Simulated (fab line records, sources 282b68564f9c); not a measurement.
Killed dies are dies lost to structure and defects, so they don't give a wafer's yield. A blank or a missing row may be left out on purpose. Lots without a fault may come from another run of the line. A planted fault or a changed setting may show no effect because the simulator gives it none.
fab line records | flow rit_cmos
record lots=14 wafers=42 last_day=7
route steps=202 shown ACTIVE@11
lots that met no fault: from a run of the same line without faults
start_h: hours from the record's first day to the start of the lot's first wafer shown | wait_h: hours since the lot's step before | " the same as in the row above | L1.1+2: a row that stands for several wafers | - no value, or no start given | * or withheld: withheld | < > ~ a bound
route shown NAME@n: a module of which the file shows steps, and the number in the route of the first | usual: mean/standard deviation of fault-free wafers | same: alike in all rows | chamber/n: place in a boat | sites: the reading at each site | _std_site: their standard deviation | _edge_site: outer sites' mean less inner sites' | radius_mm: how far each site lies from the wafer's centre | mask NAME#n: copy n | behind: the tool/chamber that last shaped the wafer | hold: why the lot was held/for how many hours/how that ended | device: the transistor (n, p or np) that didn't switch | end of line: the same wafers' tests at the end of the route | a step without rows: its recipe alone | killed: dies lost to structure and defects at the first sort, not the wafer's yield | map: a wafer's dies, x killed, . not, _ none there
set.NAME: the setting as run; set.NAME@STEP: as run at that earlier step | model.NAME: the simulator's own value behind a step, which no gauge read
steps of the route over a sample of lots; a table a step, a row a wafer
## steps
# step RIT_ACTIVE_DEVELOP_10
# recipe resist=NOVOLAK develop_time_s=50 dev_temp_c=22.21
# usual exhaust_pa=45.2/0.87
# columns lot.wafer tool chamber start_h wait_h exhaust_pa
L180.2 litho_track-01 0 14 - 45.7
L180.4 " 0 " " 45.5
L180.5 " 0 " " 46.1
L181.1 litho_track-01 0 19 - 45.8
L181.4 " 0 " " 45.7
L181.6 " 0 " " 44.6
L182.1 litho_track-01 0 24 - 44.4
L182.4 " 0 " " 46.0
L182.6 " 0 " " 45.4
L183.1 litho_track-01 0 29 - 45.7
L183.4 " 0 " " 44.3
L183.6 " 0 " " 45.9
L184.2 litho_track-04 0 34 - 45.4
L184.3 " 0 " " 45.5
L184.4 " 0 " " 45.3
L185.1 litho_track-01 0 39 - 45.9
L185.3 " 0 " " 44.5
L185.4 " 0 " " 44.6
L193.4 litho_track-02 0 80 - 45.5
L193.5 " 0 " " 44.1
L193.6 " 0 " " 44.3
L196.1 litho_track-04 0 94 - 47.1
L196.2 " 0 " " 45.5
L196.4 " 0 " " 46.1
L197.1 litho_track-04 0 99 - 47.1
L197.2 " 0 " " 45.0
L197.6 " 0 " " 45.7
L199.1 litho_track-01 0 109 - 46.2
L199.2 " 0 " " 46.4
L199.4 " 0 " " 46.0
L200.2 litho_track-04 0 114 - 45.0
L200.5 " 0 " " 43.6
L200.6 " 0 " " 45.5
L201.2 litho_track-04 0 119 - 42.8
L201.4 " 0 " " 43.7
L201.5 " 0 " " 44.3
L202.1 litho_track-02 0 124 - 45.3
L202.5 " 0 " " 45.7
L202.6 " 0 " " 45.1
L203.2 litho_track-01 0 129 - 46.1
L203.3 " 0 " " 44.2
L203.4 " 0 " " 44.4
# step RIT_ACTIVE_CD_MEAS_11
# recipe target_cd_nm=1400
# usual cd_nm=1399.4/2.3
# columns lot.wafer tool chamber start_h wait_h cd_nm
L180.2 cd_sem-01 - 14.58 - 1399.5
L180.4 " - " " 1399.8
L180.5 " - " " 1399.6
L181.1 cd_sem-01 - 19.59 - 1398.5
L181.4 " - " " 1398.2
L181.6 " - " " 1401.5
L182.1 cd_sem-01 - 24.97 - 1398.9
L182.4 " - " " 1399.2
L182.6 " - " " 1397.5
L183.1 cd_sem-02 - 29.59 - 1406.8
L183.4 " - " " 1403.6
L183.6 " - " " 1405.6
L184.2 cd_sem-01 - 34.46 - 1400.7
L184.3 " - " " 1399.5
L184.4 " - " " 1401.3
L185.1 cd_sem-02 - 39.56 - 1408.0
L185.3 " - " " 1409.0
L185.4 " - " " 1410.0
L193.4 cd_sem-01 - 80.26 - 1394.5
L193.5 " - " " 1396.1
L193.6 " - " " 1393.2
L196.1 cd_sem-01 - 94.61 - 1399.1
L196.2 " - " " 1398.5
L196.4 " - " " 1398.5
L197.1 cd_sem-02 - 99.56 - 1399.2
L197.2 " - " " 1398.3
L197.6 " - " " 1398.8
L199.1 cd_sem-02 - 109.44 - 1402.9
L199.2 " - " " 1401.6
L199.4 " - " " 1403.4
L200.2 cd_sem-01 - 114.72 - 1399.1
L200.5 " - " " 1395.3
L200.6 " - " " 1396.3
L201.2 cd_sem-02 - 119.58 - 1396.7
L201.4 " - " " 1397.7
L201.5 " - " " 1397.0
L202.1 cd_sem-01 - 124.44 - 1394.6
L202.5 " - " " 1397.8
L202.6 " - " " 1396.3
L203.2 cd_sem-02 - 129.46 - 1398.6
L203.3 " - " " 1399.2
L203.4 " - " " 1397.6
## key
first_sign step=RIT_ACTIVE_CD_MEAS_11 reading=cd_nm direction=up sigmas=3.3 usual=1399.4 struck=1407.2
effect none on later readings
met_at RIT_ACTIVE_DEVELOP_10
struck_lots L183,L185
tester_left_out L183,L185
onset_between 24 29
fault kind=process_parameter_drift tool=litho_track-01 chamber=- onset_h=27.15 steps=RIT_ACTIVE_DEVELOP_10 channel=develop_time_s offset=* shape=step end_h=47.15 acts_in=* stated=*
# tester_left_out: of these lots the tester's yield and bins aren't shown, on N5 and GAA mostly nor the transistor test; their killed dies are dies lost to structure and defects alone, not to doping, threshold or leakage, so they don't give the yield
